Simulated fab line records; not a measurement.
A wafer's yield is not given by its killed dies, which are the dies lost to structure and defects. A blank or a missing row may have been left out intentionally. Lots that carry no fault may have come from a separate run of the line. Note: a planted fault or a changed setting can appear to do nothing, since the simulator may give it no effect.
fab line records ; flow rit-cmos
[record] lots = 15; wafers = 45; last-day = 8
route steps=202 shown FOX2@27 PWELL@48 GATE@87 PLDD@120 M1@202
lots that met no fault: from a run of the same line without faults
start-h: hours from the record's opening day to when the first of the lot's shown wafers began ; wait-h: how many hours have passed since the lot's step before this one ; " same as the row above ; L1.1+2: a row that stands for several wafers ; - no value, or no start was given ; * or withheld: withheld ; < > ~ a bound
route shown NAME@n: NAME is a module with steps in the file, n the number in the route of the first one ; usual: average and standard deviation across the fault-free wafers ; same: alike in all rows ; chamber/n: place in a boat ; sites: per-site readings ; _std_site: how widely they spread, as a standard deviation ; _edge_site: the outer-site mean with the inner-site mean subtracted ; radius-mm: how far each site lies from the wafer's centre ; mask NAME#n: copy n ; behind: the tool/chamber that last shaped the wafer ; hold: why the lot was held/for how many hours/how that ended ; device: whichever transistor did not switch (one of n, p or np) ; end of line: tests of these same wafers at the route's end ; a step with no rows: only its recipe ; killed: at the first sort, the dies lost to defects and structure; wafer yield is something else ; map: per-die view of a wafer (x killed, . not killed, _ where there is no die)
set.NAME: the setting that was run; set.NAME@STEP: the one run at that earlier step ; model.NAME: the simulator's own value behind a step, which no gauge read
steps of the route over a sample of lots; a table a step, a row a wafer
services: from which hour (start-h, from the record's first day; less than 0 if before it) a tool's chamber was out of use, for how many hours, and why
[[steps]]
[step RIT_FOX2_THK_MEAS_90]
[recipe] reads = SiO2_of_FOX2_OXIDATION_00
[usual] FIELD_OXIDE_LEFT_1_THK = 309/6.9
lot.wafer;tool;chamber;start-h;wait-h;FIELD_OXIDE_LEFT_1_THK[nm]
L683.2;film-metro-01;-;31.44;0.0;316
L683.4;film-metro-01;-;31.44;0.0;309
L683.6;film-metro-01;-;31.44;0.0;310
L684.2;film-metro-01;-;35.58;0.0;313
L684.3;film-metro-01;-;35.58;0.0;316
L684.4;film-metro-01;-;35.58;0.0;315
L685.3;film-metro-01;-;41.84;0.0;312
L685.5;film-metro-01;-;41.84;0.0;302
L685.6;film-metro-01;-;41.84;0.0;314
L686.1;film-metro-03;-;45.70;0.0;319
L686.4;film-metro-03;-;45.70;0.0;315
L686.5;film-metro-03;-;45.70;0.0;318
L687.2;film-metro-03;-;53.09;0.0;309
L687.3;film-metro-03;-;53.09;0.0;304
L687.5;film-metro-03;-;53.09;0.0;309
L690.2;film-metro-01;-;73.10;0.0;315
L690.3;film-metro-01;-;73.10;0.0;314
L690.6;film-metro-01;-;73.10;0.0;311
L692.1;film-metro-01;-;83.97;0.0;305
L692.2;film-metro-01;-;83.97;0.0;308
L692.6;film-metro-01;-;83.97;0.0;310
L691.3;film-metro-03;-;83.99;0.0;312
L691.4;film-metro-03;-;83.99;0.0;311
L691.5;film-metro-03;-;83.99;0.0;315
L694.3;film-metro-01;-;95.91;0.0;309
L694.5;film-metro-01;-;95.91;0.0;314
L694.6;film-metro-01;-;95.91;0.0;314
L695.3;film-metro-03;-;95.91;0.0;317
L695.5;film-metro-03;-;95.91;0.0;322
L695.6;film-metro-03;-;95.91;0.0;317
L697.1;film-metro-02;-;110.72;0.0;305
L697.2;film-metro-02;-;110.72;0.0;308
L697.5;film-metro-02;-;110.72;0.0;301
L700.2;film-metro-02;-;122.71;0.0;302
L700.5;film-metro-02;-;122.71;0.0;306
L700.6;film-metro-02;-;122.71;0.0;303
L701.2;film-metro-01;-;125.74;0.0;302
L701.3;film-metro-01;-;125.74;0.0;303
L701.4;film-metro-01;-;125.74;0.0;302
L703.3;film-metro-03;-;135.56;0.0;313
L703.4;film-metro-03;-;135.56;0.0;305
L703.5;film-metro-03;-;135.56;0.0;299
L704.2;film-metro-02;-;138.36;0.0;296
L704.4;film-metro-02;-;138.36;0.0;300
L704.5;film-metro-02;-;138.36;0.0;297
[step RIT_PWELL_STRIP_09]
[recipe] chemistry = O2; time-s = 180; resist = NOVOLAK; platen-temp-c = withheld; power-w = 500; pressure-mtorr = 4000; o2-flow-sccm = 4000
[usual] drypump-motor-current-A = 6.0/0.75
lot.wafer;tool;chamber;start-h;wait-h;drypump-motor-current-A;rf-hours-counter-h
L683.2;plasma-asher-04;0;34.49;0.1;6.7;35
L683.4;plasma-asher-04;1;34.49;0.1;6.6;-
L683.6;plasma-asher-04;0;34.49;0.1;6.8;-
L684.2;plasma-asher-03;0;38.85;0.1;6.4;24
L684.3;plasma-asher-03;0;38.85;0.1;6.4;-
L684.4;plasma-asher-03;1;38.85;0.1;4.9;-
L685.3;plasma-asher-04;1;44.80;0.1;6.6;-
L685.5;plasma-asher-04;1;44.80;0.1;6.6;-
L685.6;plasma-asher-04;0;44.80;0.1;6.7;-
L686.1;plasma-asher-04;0;49.27;0.1;6.8;37
L686.4;plasma-asher-04;0;49.27;0.1;6.8;-
L686.5;plasma-asher-04;0;49.27;0.1;6.7;-
L687.2;plasma-asher-04;0;56.26;0.1;6.8;37
L687.3;plasma-asher-04;0;56.26;0.1;6.8;-
L687.5;plasma-asher-04;0;56.26;0.1;6.7;-
L690.2;plasma-asher-04;0;76.27;0.1;6.7;39
L690.3;plasma-asher-04;1;76.27;0.1;6.6;-
L690.6;plasma-asher-04;1;76.27;0.1;6.6;-
L692.1;plasma-asher-03;1;86.98;0.1;4.9;28
L692.2;plasma-asher-03;0;86.98;0.1;6.4;28
L692.6;plasma-asher-03;1;86.98;0.1;4.9;-
L691.3;plasma-asher-02;0;87.29;0.1;5.4;-
L691.4;plasma-asher-02;1;87.29;0.1;5.2;-
L691.5;plasma-asher-02;1;87.29;0.1;5.2;-
L695.3;plasma-asher-03;1;99.21;0.1;4.9;-
L695.5;plasma-asher-03;0;99.21;0.1;6.4;-
L695.6;plasma-asher-03;1;99.21;0.1;4.9;-
L694.3;plasma-asher-04;1;99.45;0.1;6.6;-
L694.5;plasma-asher-04;1;99.45;0.1;6.6;-
L694.6;plasma-asher-04;0;99.45;0.1;6.8;-
L697.1;plasma-asher-03;1;114.18;0.1;4.9;31
L697.2;plasma-asher-03;0;114.18;0.1;6.4;31
L697.5;plasma-asher-03;0;114.18;0.1;6.4;-
L700.2;plasma-asher-03;0;126.74;0.1;6.4;33
L700.5;plasma-asher-03;0;126.74;0.1;6.4;-
L700.6;plasma-asher-03;1;126.74;0.1;4.9;-
L701.2;plasma-asher-02;0;128.90;0.1;5.4;50
L701.3;plasma-asher-02;0;128.90;0.1;5.4;-
L701.4;plasma-asher-02;1;128.90;0.1;5.2;-
L703.3;plasma-asher-04;0;141.02;0.1;6.7;-
L703.4;plasma-asher-04;1;141.02;0.1;6.6;-
L703.5;plasma-asher-04;0;141.02;0.1;6.8;-
L704.2;plasma-asher-04;1;142.61;0.1;6.6;45
L704.4;plasma-asher-04;1;142.61;0.1;6.6;-
L704.5;plasma-asher-04;1;142.61;0.1;6.6;-
[step RIT_GATE_COAT_11]
[recipe] resist = NOVOLAK; spin-rpm = 4250; resist-thk-nm = 850
[usual] exhaust-pa = 45.0/0.69
lot.wafer;tool;chamber;start-h;wait-h;exhaust-pa
L683.2;litho-track-01;0;51.56;0.1;44.6
L683.4;litho-track-01;0;51.56;0.1;44.1
L683.6;litho-track-01;0;51.56;0.1;44.4
L684.2;litho-track-02;0;55.53;0.1;44.5
L684.3;litho-track-02;0;55.53;0.1;45.2
L684.4;litho-track-02;0;55.53;0.1;43.7
L685.3;litho-track-02;0;66.34;0.1;46.0
L685.5;litho-track-02;0;66.34;0.1;44.8
L685.6;litho-track-02;0;66.34;0.1;45.2
L686.1;litho-track-02;0;72.78;0.1;44.8
L686.4;litho-track-02;0;72.78;0.1;45.3
L686.5;litho-track-02;0;72.78;0.1;45.8
L687.2;litho-track-02;0;81.69;0.1;45.0
L687.3;litho-track-02;0;81.69;0.1;45.1
L687.5;litho-track-02;0;81.69;0.1;45.2
L690.2;litho-track-01;0;101.49;0.1;47.0
L690.3;litho-track-01;0;101.49;0.1;46.5
L690.6;litho-track-01;0;101.49;0.1;44.9
L692.1;litho-track-04;0;112.16;0.1;44.3
L692.2;litho-track-04;0;112.16;0.1;45.4
L692.6;litho-track-04;0;112.16;0.1;44.1
L691.3;litho-track-01;0;112.17;0.1;44.0
L691.4;litho-track-01;0;112.17;0.1;45.1
L691.5;litho-track-01;0;112.17;0.1;45.2
L695.3;litho-track-01;0;124.10;0.1;45.4
L695.5;litho-track-01;0;124.10;0.1;45.7
L695.6;litho-track-01;0;124.10;0.1;46.1
L694.3;litho-track-04;0;124.14;0.1;45.6
L694.5;litho-track-04;0;124.14;0.1;44.9
L694.6;litho-track-04;0;124.14;0.1;44.3
L697.1;litho-track-01;0;131.50;0.1;43.9
L697.2;litho-track-01;0;131.50;0.1;44.3
L697.5;litho-track-01;0;131.50;0.1;45.0
L700.2;litho-track-02;0;143.33;0.1;45.8
L700.5;litho-track-02;0;143.33;0.1;43.6
L700.6;litho-track-02;0;143.33;0.1;44.6
L701.2;litho-track-02;0;146.86;0.1;44.6
L701.3;litho-track-02;0;146.86;0.1;44.8
L701.4;litho-track-02;0;146.86;0.1;44.7
L703.3;litho-track-04;0;158.64;0.1;44.7
L703.4;litho-track-04;0;158.64;0.1;46.3
L703.5;litho-track-04;0;158.64;0.1;44.6
L704.2;litho-track-01;0;158.93;0.1;44.8
L704.4;litho-track-01;0;158.93;0.1;45.0
L704.5;litho-track-01;0;158.93;0.1;43.9
[step RIT_GATE_CD_MEAS_16]
[recipe] target-cd-nm = 150
[usual] cd-nm = 149.9/2.2
lot.wafer;tool;chamber;start-h;wait-h;cd-nm
L683.2;cd-sem-02;-;52.25;-;153.3
L683.4;cd-sem-02;-;52.25;-;153.2
L683.6;cd-sem-02;-;52.25;-;152.7
L684.2;cd-sem-02;-;56.23;-;149.5
L684.3;cd-sem-02;-;56.23;-;151.0
L684.4;cd-sem-02;-;56.23;-;150.0
L685.3;cd-sem-02;-;67.16;-;62.7
L685.5;cd-sem-02;-;67.16;-;63.1
L685.6;cd-sem-02;-;67.16;-;62.9
L686.1;cd-sem-02;-;73.48;-;78.5
L686.4;cd-sem-02;-;73.48;-;76.4
L686.5;cd-sem-02;-;73.48;-;79.5
L687.2;cd-sem-02;-;82.51;-;58.1
L687.3;cd-sem-02;-;82.51;-;60.5
L687.5;cd-sem-02;-;82.51;-;60.5
L690.2;cd-sem-01;-;102.19;-;147.5
L690.3;cd-sem-01;-;102.19;-;147.2
L690.6;cd-sem-01;-;102.19;-;148.4
L691.3;cd-sem-01;-;113.00;-;151.2
L691.4;cd-sem-01;-;113.00;-;152.5
L691.5;cd-sem-01;-;113.00;-;151.2
L692.1;cd-sem-02;-;113.10;-;150.9
L692.2;cd-sem-02;-;113.10;-;151.3
L692.6;cd-sem-02;-;113.10;-;148.2
L695.3;cd-sem-01;-;124.99;-;149.2
L695.5;cd-sem-01;-;124.99;-;147.4
L695.6;cd-sem-01;-;124.99;-;148.4
L694.3;cd-sem-01;-;125.17;-;150.2
L694.5;cd-sem-01;-;125.17;-;151.0
L694.6;cd-sem-01;-;125.17;-;146.3
L697.1;cd-sem-01;-;132.50;-;150.9
L697.2;cd-sem-01;-;132.50;-;148.8
L697.5;cd-sem-01;-;132.50;-;149.1
L700.2;cd-sem-01;-;144.39;-;147.1
L700.5;cd-sem-01;-;144.39;-;146.8
L700.6;cd-sem-01;-;144.39;-;147.5
L701.2;cd-sem-02;-;147.68;-;150.8
L701.3;cd-sem-02;-;147.68;-;151.4
L701.4;cd-sem-02;-;147.68;-;151.8
L703.3;cd-sem-02;-;159.66;-;151.2
L703.4;cd-sem-02;-;159.66;-;148.2
L703.5;cd-sem-02;-;159.66;-;149.0
L704.2;cd-sem-01;-;159.79;-;147.6
L704.4;cd-sem-01;-;159.79;-;148.3
L704.5;cd-sem-01;-;159.79;-;145.7
[step RIT_PLDD_OVL_MEAS_06]
[usual] PLDD_OVL = 0.2/1.4
lot.wafer;tool;chamber;start-h;wait-h;PLDD_OVL[nm]
L683.2;overlay-02;-;61.20;-;-0.2
L683.4;overlay-02;-;61.20;-;1.2
L683.6;overlay-02;-;61.20;-;1.2
L684.2;overlay-02;-;65.18;-;-0.6
L684.3;overlay-02;-;65.18;-;-2.2
L684.4;overlay-02;-;65.18;-;3.1
L690.2;overlay-01;-;112.82;-;1.8
L690.3;overlay-01;-;112.82;-;1.6
L690.6;overlay-01;-;112.82;-;0.7
L691.3;overlay-01;-;122.85;-;0.6
L691.4;overlay-01;-;122.85;-;2.1
L691.5;overlay-01;-;122.85;-;-0.2
L692.1;overlay-02;-;123.59;-;-0.3
L692.2;overlay-02;-;123.59;-;-0.1
L692.6;overlay-02;-;123.59;-;0.7
L695.3;overlay-02;-;131.36;-;-0.8
L695.5;overlay-02;-;131.36;-;-0.3
L695.6;overlay-02;-;131.36;-;0.5
L694.3;overlay-02;-;131.94;-;-0.7
L694.5;overlay-02;-;131.94;-;0.5
L694.6;overlay-02;-;131.94;-;3.0
L697.1;overlay-02;-;141.22;-;-1.5
L697.2;overlay-02;-;141.22;-;-1.5
L697.5;overlay-02;-;141.22;-;-0.7
L700.2;overlay-01;-;153.84;-;1.6
L700.5;overlay-01;-;153.84;-;-1.5
L700.6;overlay-01;-;153.84;-;0.9
L701.2;overlay-02;-;154.75;-;0.2
L701.3;overlay-02;-;154.75;-;0.1
L701.4;overlay-02;-;154.75;-;-1.0
L704.2;overlay-01;-;167.85;-;0.4
L704.4;overlay-01;-;167.85;-;1.7
L704.5;overlay-01;-;167.85;-;-0.9
L703.3;overlay-02;-;168.19;-;-0.4
L703.4;overlay-02;-;168.19;-;-1.2
L703.5;overlay-02;-;168.19;-;-1.0
[step RIT_M1_PROBE_99]
[usual] killed_at_M0_to_M3 = 0.0/0.14; killed-at-contacts = 0.1/0.29; killed-at-front-end = 7/3.1; killed-dies = 7/3.1; killed-on-rim = 1.8/1.3; killed-open = 3.4/1.9; killed-short = 3.6/2.1
[same] gross-dies = 264; killed_at_M4_up = 0; killed-at-back-side = 0; killed-at-other = 0
lot.wafer;tool;chamber;start-h;wait-h;killed_at_M0_to_M3;killed-at-contacts;killed-at-front-end;killed-dies;killed-on-rim;killed-open;killed-short
L683.2;prober-01;-;75.94;0.1;0;0;5;5;0;2;3
L683.4;prober-01;-;76.04;0.2;0;0;9;9;3;3;6
L683.6;prober-01;-;76.14;0.2;0;0;8;8;3;1;7
L684.2;prober-02;-;79.90;0.1;0;0;10;10;3;5;5
L684.3;prober-02;-;79.95;0.2;0;0;7;7;1;2;5
L684.4;prober-02;-;80.00;0.2;0;0;8;8;2;4;4
L685.3;prober-01;-;90.43;0.2;0;0;264;264;70;9;7
L685.5;prober-01;-;90.53;0.2;0;0;264;264;70;5;4
L685.6;prober-01;-;90.58;0.2;0;0;264;264;70;2;6
L686.1;prober-02;-;95.83;0.1;0;0;264;264;70;5;5
L686.4;prober-02;-;95.98;0.2;0;0;264;264;70;8;3
L686.5;prober-02;-;96.03;0.2;0;0;264;264;70;8;7
L687.2;prober-01;-;105.66;0.1;0;0;264;264;70;1;10
L687.5;prober-01;-;105.81;0.2;0;0;264;264;70;2;3
L692.1;prober-01;-;143.91;0.1;0;1;2;3;1;2;1
L692.2;prober-01;-;143.96;0.1;0;0;11;11;3;7;4
L692.6;prober-01;-;144.16;0.2;0;1;15;16;2;5;11
L700.2;prober-01;-;169.79;0.1;0;0;4;4;2;3;1
L700.5;prober-01;-;169.94;0.2;0;0;6;6;2;4;2
L700.6;prober-01;-;169.99;0.2;0;0;8;8;2;6;2
L704.2;prober-02;-;181.70;0.1;0;0;2;2;0;0;2
L704.4;prober-02;-;181.80;0.2;0;0;6;6;2;3;3
L704.5;prober-02;-;181.85;0.2;0;0;0;0;0;0;0
// killed by level:class
L683.2 SPACER:geometric-particle:open=2 ACTIVE:geometric-particle:short=1 REOX:geometric-particle:short=1 SPACER:geometric-particle:short=1
L683.4 FOX1:geometric-particle:open=3 FOX1:geometric-particle:short=2 FOX2:geometric-particle:short=1 GATE:geometric-particle:short=1 REOX:geometric-particle:short=1 SPACER:geometric-particle:short=1
L683.6 GATE:geometric-particle:short=2 REOX:geometric-particle:short=2 FOX2:geometric-particle:short=1 GATE:geometric-particle:open=1 SPACER:geometric-particle:short=1 SILICIDE:geometric-particle:short=1
L684.2 GATE:geometric-particle:short=4 GATE:geometric-particle:open=2 FOX1:geometric-particle:short=1 REOX:geometric-particle:open=1 SPACER:geometric-particle:open=1 SILICIDE:geometric-particle:open=1
L684.3 REOX:geometric-particle:short=3 GATE:geometric-particle:short=1 SPACER:geometric-particle:open=1 SILICIDE:geometric-particle:open=1 SILICIDE:geometric-particle:short=1
L684.4 GATE:geometric-particle:short=3 GATE:geometric-particle:open=3 REOX:geometric-particle:short=1 SILICIDE:geometric-particle:open=1
L685.3 GATE:area-expose=248 GATE:geometric-particle:open=5 GATE:geometric-particle:short=5 SILICIDE:geometric-particle:open=2 FOX1:geometric-particle:open=1 FOX1:geometric-particle:short=1 REOX:geometric-particle:open=1 SILICIDE:geometric-particle:short=1
L685.5 GATE:area-expose=255 GATE:geometric-particle:open=3 REOX:geometric-particle:short=2 FOX1:geometric-particle:short=1 FOX1:geometric-particle:open=1 REOX:geometric-particle:open=1 SILICIDE:geometric-particle:short=1
L685.6 GATE:area-expose=256 GATE:geometric-particle:short=5 FOX1:geometric-particle:open=1 FOX1:geometric-particle:short=1 SILICIDE:geometric-particle:open=1
L686.1 GATE:area-expose=254 GATE:geometric-particle:open=3 GATE:geometric-particle:short=3 FOX1:geometric-particle:open=1 FOX2:geometric-particle:short=1 FOX2:geometric-particle:open=1 SPACER:geometric-particle:short=1
L686.4 GATE:area-expose=253 GATE:geometric-particle:open=3 FOX2:geometric-particle:open=2 GATE:geometric-particle:short=2 FOX1:geometric-particle:open=1 FOX2:geometric-particle:short=1 REOX:geometric-particle:open=1 SPACER:geometric-particle:open=1
L686.5 GATE:area-expose=249 GATE:geometric-particle:open=6 GATE:geometric-particle:short=4 FOX2:geometric-particle:short=2 FOX1:geometric-particle:open=1 FOX1:geometric-particle:short=1 SILICIDE:geometric-particle:open=1
L687.2 GATE:area-expose=253 GATE:geometric-particle:short=9 FOX2:geometric-particle:short=1 GATE:geometric-particle:open=1
L687.5 GATE:area-expose=259 GATE:geometric-particle:open=2 GATE:geometric-particle:short=2 REOX:geometric-particle:short=1
L692.1 REOX:geometric-particle:open=1 SILICIDE:geometric-particle:short=1 CONTACT:geometric-particle:open=1
L692.2 REOX:geometric-particle:open=3 GATE:geometric-particle:open=2 SILICIDE:geometric-particle:short=2 FOX2:geometric-particle:open=1 GATE:geometric-particle:short=1 REOX:geometric-particle:short=1 SILICIDE:geometric-particle:open=1
L692.6 FOX2:geometric-particle:short=5 REOX:geometric-particle:short=2 FOX1:geometric-particle:short=1 FOX2:geometric-particle:open=1 GATE:geometric-particle:open=1 GATE:geometric-particle:short=1 REOX:geometric-particle:open=1 SPACER:geometric-particle:open=1
L700.2 FOX1:geometric-particle:open=1 GATE:geometric-particle:short=1 SPACER:geometric-particle:open=1 SILICIDE:geometric-particle:open=1
L700.5 FOX1:geometric-particle:open=1 FOX2:geometric-particle:open=1 GATE:geometric-particle:open=1 SPACER:geometric-particle:open=1 SPACER:geometric-particle:short=1 SILICIDE:geometric-particle:short=1
L700.6 FOX2:geometric-particle:open=2 GATE:geometric-particle:open=2 SILICIDE:geometric-particle:open=2 FOX1:geometric-particle:short=1 GATE:geometric-particle:short=1
L704.2 FOX1:geometric-particle:short=1 GATE:geometric-particle:short=1
L704.4 GATE:geometric-particle:open=2 GATE:geometric-particle:short=2 SILICIDE:geometric-particle:short=1 SILICIDE:geometric-particle:open=1
[[services]]
tool;chamber;start-h;hours;kind
plasma-asher-04;-;121.84;3.7;pm
plasma-asher-02;-;145.29;0.8;repair
plasma-asher-03;-;151.56;1.9;repair
[[key]]
[first-sign] step = RIT_GATE_CD_MEAS_16; reading = cd-nm; direction = down; sigmas = 38; usual = 149.9; struck = 66.9; through = control-loop
[effect] step = RIT_M1_PROBE_99; reading = killed-at-front-end; direction = up; sigmas = 83; usual = 7; struck = 264
[more-kills-born-at] RIT_GATE_EXPOSE_13@iline-stepper-01 = 1516; RIT_GATE_EXPOSE_13@iline-stepper-02 = 512
met-at RIT_GATE_COAT_11
struck-lots L685,L686,L687
rows-end L687.3
later-rows-left-out L685.3,L685.5,L685.6,L686.1,L686.4,L686.5,L687.2,L687.5
tester-left-out L685,L686,L687
[loop-trim] step = RIT_GATE_EXPOSE_13; setting = dose; lots = L686
not-acting-at RIT_FOX2_THK_MEAS_90,RIT_PWELL_STRIP_09,RIT_PLDD_OVL_MEAS_06
onset-between 55.53 66.34
[fault] kind = process-parameter-drift; tool = litho-track-02; chamber = -; onset-h = 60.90; steps = RIT_GATE_COAT_11; channel = resist-thk-nm; offset = -382.5; shape = step; end-h = 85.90; acts-in = these-recipes-only; stated = 850
// tester-left-out: of these lots the tester's yield and bins aren't shown, on N5 and GAA mostly nor the transistor test; their killed dies are dies lost to structure and defects alone, not to doping, threshold or leakage, so they don't give the yield
// later-rows-left-out: the simulator's readings of these wafers behind a module that went badly wrong aren't trusted and aren't shown, but for the sort
// rows-end: these wafers met a further fault down the route, and their rows from its step on are left out
// loop-trim: a control loop set the setting to another value than it would have without faults
